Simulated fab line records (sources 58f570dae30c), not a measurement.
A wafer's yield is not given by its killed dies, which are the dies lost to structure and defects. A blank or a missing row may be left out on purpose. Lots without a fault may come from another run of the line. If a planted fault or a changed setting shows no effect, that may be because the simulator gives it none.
fab line records -- flow berkeleyCmos170
record: lots: 6, wafers: 18, lastDay: 11
route steps=331 shown ZERO@6 NWELL@14
lots that met no fault: taken from a fault-free run of the same line
startH: start of the lot's first displayed wafer, in hours after the record's first day -- waitH: hours from the lot's prior step to this one -- " repeats the value in the row above -- L1.1+2: one row covering several wafers at once -- - no value present, or no start provided -- * or withheld: withheld -- < > ~ a bound
route shown NAME@n: a module of which the file shows steps, and the number in the route of the first -- usual: mean/standard deviation taken from wafers without a fault -- same: alike in all rows -- chamber/n: place in a boat -- sites: the reading at each site -- _std_site: how widely they spread, as a standard deviation -- _edge_site: mean of outer sites minus mean of inner sites -- radiusMm: how far each site lies from the wafer's centre -- mask NAME#n: copy n -- behind: tool/chamber where the wafer was last shaped -- hold: why the lot was held/for how many hours/how that ended -- device: the transistor (n, p or np) that didn't switch -- end of line: tests of these same wafers at the route's end -- a step with no rows: only its recipe -- killed: count of dies lost to structure and defects at first sort (not the wafer's yield) -- map: per-die view of a wafer (x killed, . not killed, _ where there is no die)
set.NAME: the setting the step ran with; set.NAME@STEP: the setting that earlier step ran with -- model.NAME: the simulator's own value behind a step, which no gauge read
lots seen at some steps along the route; tables by step, rows by wafer
services: when a tool's chamber went out of use (startH, in hours from the record's first day, below 0 if earlier), for how many hours, and the reason
== steps ==
step: UCB170_ZERO_HMDS_00
recipe: primeTimeS: 60, primeTempC: 100
step: UCB170_ZERO_COAT_01
recipe: resist: KrF, spinRpm: 1468, resistThkNm: 900
step: UCB170_ZERO_SOFTBAKE_02
recipe: resist: KrF, tempC: 130, timeS: 60
step: UCB170_ZERO_EXPOSE_03
recipe: maskId: PM_MARKS, na: 0.5, sigmaOuter: 0.6, sourceShape: conventional, targetCdNm: 4000, doseMj: 30
step: UCB170_ZERO_PEB_04
recipe: pebTempC: 130, pebTimeS: withheld, resist: KrF
step: UCB170_ZERO_DEVELOP_05
recipe: developer: TMAH, developTimeS: 45, resist: KrF, devTempC: 21
step: UCB170_ZERO_ETCH_06
recipe: chemistry: CHF3/CF4/Ar, target: SiO2, timeS: 12, pressureMtorr: 100, rfW: 500, CHF3_flow_sccm: 50, cf4FlowSccm: 10, Ar_flow_sccm: 120, overEtchFrac: 1.58
usual: drypumpMotorCurrentA: 5.9/0.46, oesProductAu: 0.618/0.0092, throttleValvePct: 9.26/0.12
lot.wafer,tool,chamber,startH,waitH,drypumpMotorCurrentA,oesProductAu,rfHoursCounterH,throttleValvePct
L500.3,rieDiel-04,2,16.29,-,6.0,0.618,152,9.08
L500.4,rieDiel-04,1,16.29,-,5.5,0.622,2,9.31
L500.6,rieDiel-04,3,16.29,-,5.5,0.612,-,9.13
L501.1,rieDiel-04,3,23.94,-,5.4,0.617,11,9.12
L501.3,rieDiel-04,1,23.94,-,5.5,0.623,3,9.30
L501.4,rieDiel-04,0,23.94,-,6.7,0.617,62,9.40
L507.3,rieDiel-01,0,54.78,-,5.7,0.607,112,9.45
L507.4,rieDiel-01,2,54.78,-,6.4,0.610,98,9.08
L507.6,rieDiel-01,0,54.78,-,5.7,0.604,-,9.46
L518.1,rieDiel-01,1,108.09,-,5.9,0.620,18,9.19
L518.4,rieDiel-01,2,108.09,-,6.5,0.610,100,9.07
L518.5,rieDiel-01,2,108.09,-,6.5,0.616,-,9.08
L519.1,rieDiel-01,2,112.02,-,6.4,0.610,100,9.07
L519.2,rieDiel-01,3,112.02,-,6.5,0.610,61,9.24
L519.6,rieDiel-01,2,112.02,-,6.4,0.615,-,9.06
L522.2,rieDiel-01,1,129.75,-,5.8,0.616,19,9.19
L522.5,rieDiel-01,2,129.75,-,6.4,0.616,-,9.07
L522.6,rieDiel-01,3,129.75,-,6.5,0.617,-,9.26
step: UCB170_ZERO_STRIP_07
recipe: chemistry: O2, powerW: 400, pressureMtorr: 3500, platenTempC: withheld, o2FlowSccm: 400, overashFraction: 0.5
usual: drypumpMotorCurrentA: 5.6/0.52, oesProductAu: 0.727/0.0049, stripTimeToEndpointS: 21.69/0.047
lot.wafer,tool,chamber,startH,waitH,drypumpMotorCurrentA,oesProductAu,rfHoursCounterH,stripTimeToEndpointS
L500.3,plasmaAsher-04,1,16.35,0.0,5.4,0.723,-,21.70
L500.4,plasmaAsher-04,0,16.35,0.0,4.9,0.723,-,21.71
L500.6,plasmaAsher-04,1,16.35,0.0,5.4,0.730,-,21.68
L501.1,plasmaAsher-04,1,23.96,0.0,5.4,0.730,28,21.74
L501.3,plasmaAsher-04,1,23.96,0.0,5.4,0.722,-,21.70
L501.4,plasmaAsher-04,0,23.96,0.0,4.9,0.724,-,21.57
L507.3,plasmaAsher-01,0,54.83,0.0,5.2,0.739,-,21.67
L507.4,plasmaAsher-01,1,54.83,0.0,6.6,0.736,-,21.67
L507.6,plasmaAsher-01,1,54.83,0.0,6.6,0.735,-,21.71
L518.1,plasmaAsher-03,0,108.11,0.0,5.6,0.731,40,21.65
L518.4,plasmaAsher-03,0,108.11,0.0,5.6,0.731,-,21.66
L518.5,plasmaAsher-03,1,108.11,0.0,5.6,0.731,-,21.62
L519.1,plasmaAsher-01,1,112.04,0.0,6.6,0.730,37,21.64
L519.2,plasmaAsher-01,0,112.04,0.0,5.2,0.728,37,21.64
L519.6,plasmaAsher-01,1,112.04,0.0,6.6,0.722,-,21.63
L522.2,plasmaAsher-04,0,129.78,0.0,4.9,0.728,40,21.68
L522.5,plasmaAsher-04,0,129.78,0.0,4.9,0.726,-,21.72
L522.6,plasmaAsher-04,1,129.78,0.0,5.4,0.722,-,21.70
step: UCB170_NWELL_WET_ETCH_00
recipe: chemistry: dHF, dilution: 25:1, target: SiO2, tempC: 25, timeS: 200
step: UCB170_NWELL_OXIDATION_01
recipe: tempC: 1000, ambient: O2, targetThkA: 264, oxTimeS: 1260
step: UCB170_NWELL_THK_MEAS_02
recipe: reads: SiO2_of_NWELL_OXIDATION_01
usual: NWELL_OXIDE_THK: 26.0/0.48
lot.wafer,tool,chamber,startH,waitH,NWELL_OXIDE_THK[nm]
L500.3,filmMetro-04,-,19.26,0.0,25.9
L500.4,filmMetro-04,-,19.26,0.0,26.1
L500.6,filmMetro-04,-,19.26,0.0,25.7
L501.1,filmMetro-02,-,27.81,0.0,26.7
L501.3,filmMetro-02,-,27.81,0.0,26.3
L501.4,filmMetro-02,-,27.81,0.0,26.9
L507.3,filmMetro-02,-,56.44,0.0,25.8
L507.4,filmMetro-02,-,56.44,0.0,25.7
L507.6,filmMetro-02,-,56.44,0.0,25.9
L518.1,filmMetro-04,-,112.19,0.0,26.2
L518.4,filmMetro-04,-,112.19,0.0,26.2
L518.5,filmMetro-04,-,112.19,0.0,25.7
L519.1,filmMetro-02,-,116.38,0.0,27.2
L519.2,filmMetro-02,-,116.38,0.0,27.0
L519.6,filmMetro-02,-,116.38,0.0,26.7
L522.2,filmMetro-02,-,131.75,0.0,26.3
L522.5,filmMetro-02,-,131.75,0.0,26.3
L522.6,filmMetro-02,-,131.75,0.0,26.1
step: UCB170_NWELL_ANNEAL_03
recipe: tempC: 1000, timeS: 900, ambient: N2
step: UCB170_NWELL_CVD_04
recipe: material: Si3N4, targetThkNm: 224, tempC: 800, precursor: SiH2Cl2/NH3, timeS: 3360, pressureMtorr: 200, sih2cl2FlowSccm: 25, nh3FlowSccm: 75
usual: pressureMtorr: 199.9/0.39, sih2cl2FlowSccm: 25.00/0.08, zonePowerLoadPct: 20.5/1
lot.wafer,tool,chamber,startH,waitH,pressureMtorr,sih2cl2FlowSccm,zonePowerLoadPct,model.Si3N4_of_NWELL_CVD_04.thkNm
L500.3,lpcvd-01,1,24.06,1.5,199.5,24.93,19.2,227.3
L500.4,lpcvd-01,1,24.06,1.5,199.4,25.02,19.4,223.6
L500.6,lpcvd-01,1,24.06,1.5,199.4,24.98,19.6,226
L501.1,lpcvd-02,1,32.71,0.0,200.3,24.98,20.4,222.2
L501.3,lpcvd-02,1,32.71,0.0,199.9,25.04,20.5,221.1
L501.4,lpcvd-02,1,32.71,0.0,200.5,24.88,20.6,221
L507.3,lpcvd-01,1,60.61,0.1,199.3,24.99,19.5,225.1
L507.4,lpcvd-01,1,60.61,0.1,199.5,25.13,19.2,223.1
L507.6,lpcvd-01,1,60.61,0.1,199.2,25.02,19.3,223.5
L518.1,lpcvd-01,0,116.64,0.0,200.3,37.37,20.5,256
L518.4,lpcvd-01,0,116.64,0.0,200.4,37.42,21.0,252.8
L518.5,lpcvd-01,0,116.64,0.0,200.1,37.41,20.6,254.3
L519.1,lpcvd-01,1,120.46,0.0,199.7,37.56,19.4,255.2
L519.2,lpcvd-01,1,120.46,0.0,200.1,37.56,19.4,256.4
L519.6,lpcvd-01,1,120.46,0.0,199.8,37.69,19.5,255.5
L522.2,lpcvd-02,0,137.74,0.7,200.1,24.98,22.6,224.5
L522.5,lpcvd-02,0,137.74,0.7,200.2,24.91,22.5,222.6
L522.6,lpcvd-02,0,137.74,0.7,199.8,25.02,22.3,223.2
step: UCB170_NWELL_THK_MEAS_05
recipe: reads: Si3N4_of_NWELL_CVD_04
usual: NWELL_NITRIDE_THK: 224.4/1.9
lot.wafer,tool,chamber,startH,waitH,NWELL_NITRIDE_THK[nm]
L500.3,filmMetro-02,-,26.01,0.0,227.3
L500.4,filmMetro-02,-,26.01,0.0,223.3
L500.6,filmMetro-02,-,26.01,0.0,226.0
L501.1,filmMetro-02,-,34.64,0.0,222.3
L501.3,filmMetro-02,-,34.64,0.0,221.0
L501.4,filmMetro-02,-,34.64,0.0,221.1
L507.3,filmMetro-04,-,62.56,0.0,225.1
L507.4,filmMetro-04,-,62.56,0.0,223.1
L507.6,filmMetro-04,-,62.56,0.0,223.5
L518.1,filmMetro-03,-,118.57,0.0,256.1
L518.4,filmMetro-03,-,118.57,0.0,252.7
L518.5,filmMetro-03,-,118.57,0.0,254.6
L519.1,filmMetro-04,-,122.39,0.0,255.3
L519.2,filmMetro-04,-,122.39,0.0,256.4
L519.6,filmMetro-04,-,122.39,0.0,255.3
L522.2,filmMetro-03,-,139.69,0.0,224.4
L522.5,filmMetro-03,-,139.69,0.0,222.7
L522.6,filmMetro-03,-,139.69,0.0,223.4
step: UCB170_NWELL_HMDS_06
recipe: primeTimeS: 60, primeTempC: 100.5
step: UCB170_NWELL_COAT_07
recipe: resist: KrF, spinRpm: 1500, resistThkNm: 900
step: UCB170_NWELL_SOFTBAKE_08
recipe: resist: KrF, tempC: 130, timeS: 60
step: UCB170_NWELL_EXPOSE_09
recipe: maskId: NWELL, targetCdNm: 3000, na: 0.5, sigmaOuter: 0.6, sourceShape: conventional, doseMj: 25
step: UCB170_NWELL_PEB_10
recipe: pebTempC: 130, pebTimeS: withheld, resist: KrF
step: UCB170_NWELL_DEVELOP_11
recipe: developer: TMAH, developTimeS: 45, resist: KrF, devTempC: 21
step: UCB170_NWELL_OVL_MEAS_12
usual: NWELL_OVL: 2/4.8
lot.wafer,tool,chamber,startH,waitH,NWELL_OVL[nm]
L500.3,overlay-02,-,27.12,-,9
L500.4,overlay-02,-,27.12,-,7
L500.6,overlay-02,-,27.12,-,-1
L501.1,overlay-01,-,35.67,-,-2
L501.3,overlay-01,-,35.67,-,0
L501.4,overlay-01,-,35.67,-,-4
L507.3,overlay-02,-,64.25,-,3
L507.4,overlay-02,-,64.25,-,2
L507.6,overlay-02,-,64.25,-,3
L518.1,overlay-01,-,119.89,-,5
L518.4,overlay-01,-,119.89,-,5
L518.5,overlay-01,-,119.89,-,8
L519.1,overlay-02,-,123.97,-,-1
L519.2,overlay-02,-,123.97,-,3
L519.6,overlay-02,-,123.97,-,1
L522.2,overlay-02,-,140.70,-,1
L522.5,overlay-02,-,140.70,-,5
L522.6,overlay-02,-,140.70,-,11
step: UCB170_NWELL_ETCH_13
recipe: chemistry: CH3F/Ar/O2, target: Si3N4, stopOn: SiO2, CH3F_flow_sccm: 20, Ar_flow_sccm: 50, O2_flow_sccm: 7, pressureMtorr: 50, rfW: 450, targetDepthA: 2464, overEtchFrac: 0.1, timeS: 154
usual: CH3F_flow_sccm: 20.00/0.056, O2_flow_sccm: 7.002/0.02, drypumpMotorCurrentA: 6.0/0.45, oesProductAu: 0.939/0.013, throttleValvePct: 8.01/0.13
lot.wafer,tool,chamber,startH,waitH,CH3F_flow_sccm,O2_flow_sccm,drypumpMotorCurrentA,oesProductAu,rfHoursCounterH,throttleValvePct,model.etch.depthNm
L500.3,rieDiel-01,3,27.14,0.0,20.01,7.007,6.5,0.941,57,8.08,227.3
L500.4,rieDiel-01,3,27.14,0.0,20.01,6.968,6.5,0.935,-,8.07,223.6
L500.6,rieDiel-01,2,27.14,0.0,19.98,7.011,6.5,0.943,-,7.91,226
L501.1,rieDiel-01,1,35.70,0.0,20.01,7.025,5.8,0.935,14,8.00,222.2
L501.3,rieDiel-01,3,35.70,0.0,19.92,7.005,6.5,0.932,57,8.07,221.1
L501.4,rieDiel-01,2,35.70,0.0,19.98,7.016,6.4,0.929,97,7.89,221
L507.3,rieDiel-04,2,64.27,0.0,19.96,6.988,6.0,0.951,154,7.89,225.1
L507.4,rieDiel-04,3,64.27,0.0,19.95,7.049,5.5,0.938,12,7.95,223.1
L507.6,rieDiel-04,0,64.27,0.0,20.07,7.040,6.7,0.945,-,8.18,223.5
L518.1,rieDiel-04,1,119.93,0.0,20.11,7.035,5.5,0.999,7,8.12,244.1
L518.4,rieDiel-04,3,119.93,0.0,19.97,6.961,5.4,0.990,15,7.95,245.5
L518.5,rieDiel-04,3,119.93,0.0,20.01,6.972,5.5,0.998,-,7.94,244.1
L519.1,rieDiel-04,0,124.00,0.0,20.04,7.057,6.7,1.003,66,8.18,246.5
L519.2,rieDiel-04,2,124.00,0.0,19.96,7.002,6.0,0.996,157,7.88,246.6
L519.6,rieDiel-04,2,124.00,0.0,20.02,7.002,6.0,0.998,-,7.89,246.1
L522.2,rieDiel-04,0,140.73,0.0,20.10,7.013,6.7,0.935,67,8.19,224.5
L522.5,rieDiel-04,0,140.73,0.0,20.05,7.017,6.7,0.939,-,8.19,222.6
L522.6,rieDiel-04,1,140.73,0.0,20.01,6.992,5.5,0.950,-,8.11,223.2
step: UCB170_NWELL_IMPLANT_14
recipe: species: P, doseCm2: 1e+13, energyKev: 150, tiltDeg: 7
== services ==
tool,chamber,startH,hours,kind
lpcvd-02,-,-2.92,14.6,pm
lpcvd-01,-,14.36,6.0,pm
rieDiel-01,0,21.41,8.1,repair
rieDiel-04,0,78.64,7.2,repair
plasmaAsher-03,-,108.84,9.0,pm
plasmaAsher-03,0,108.84,9.0,ventCycle
plasmaAsher-03,1,108.84,9.0,ventCycle
plasmaAsher-03,0,117.84,-,clean
plasmaAsher-03,1,117.84,-,clean
rieDiel-04,2,128.92,-,clean
rieDiel-04,2,128.92,18.5,scheduledDown
rieDiel-04,2,128.92,18.5,ventCycle
plasmaAsher-01,-,129.76,0.6,repair
== key ==
firstSign: step: UCB170_NWELL_CVD_04, reading: sih2cl2FlowSccm, direction: up, sigmas: 99+, usual: 25.00, struck: 37.50
effect: step: UCB170_NWELL_THK_MEAS_05, reading: NWELL_NITRIDE_THK, direction: up, sigmas: 16, usual: 224.4, struck: 255.1
effect: step: UCB170_NWELL_ETCH_13, reading: oesProductAu, direction: up, sigmas: 4.6, usual: 0.939, struck: 0.997
modelEffect: step: UCB170_NWELL_CVD_04, value: Si3N4_of_NWELL_CVD_04.thkNm, without: 227, struck: 255
modelEffect: step: UCB170_NWELL_ETCH_13, value: etch.depthNm, without: 227, struck: 245.5
metAt UCB170_NWELL_CVD_04
struckWafers L518.1,L518.4,L518.5,L519.1,L519.2,L519.6
laterRowsLeftOut L518.1,L518.4,L518.5,L519.1,L519.2,L519.6
sortLeftOut L518.1,L518.4,L518.5,L519.1,L519.2,L519.6
testerLeftOut L518,L519
onsetBetween 60.61 116.64
fault: kind: processParameterDrift, tool: lpcvd-01, chamber: -, onsetH: 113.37, steps: UCB170_NWELL_CVD_04, channel: sih2cl2FlowSccm, offset: 12.5, shape: step, endH: 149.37, actsIn: theseRecipesOnly, stated: 25
testerLeftOut: of these lots the tester's yield and bins aren't shown, on N5 and GAA mostly nor the transistor test; their killed dies are dies lost to structure and defects alone, not to doping, threshold or leakage, so they don't give the yield
sortLeftOut: the simulated sort isn't trusted on such a fault, so these wafers' sort isn't shown, and their yield isn't known
laterRowsLeftOut: the simulator's readings of these wafers behind a module that went badly wrong aren't trusted and aren't shown, but for the sort
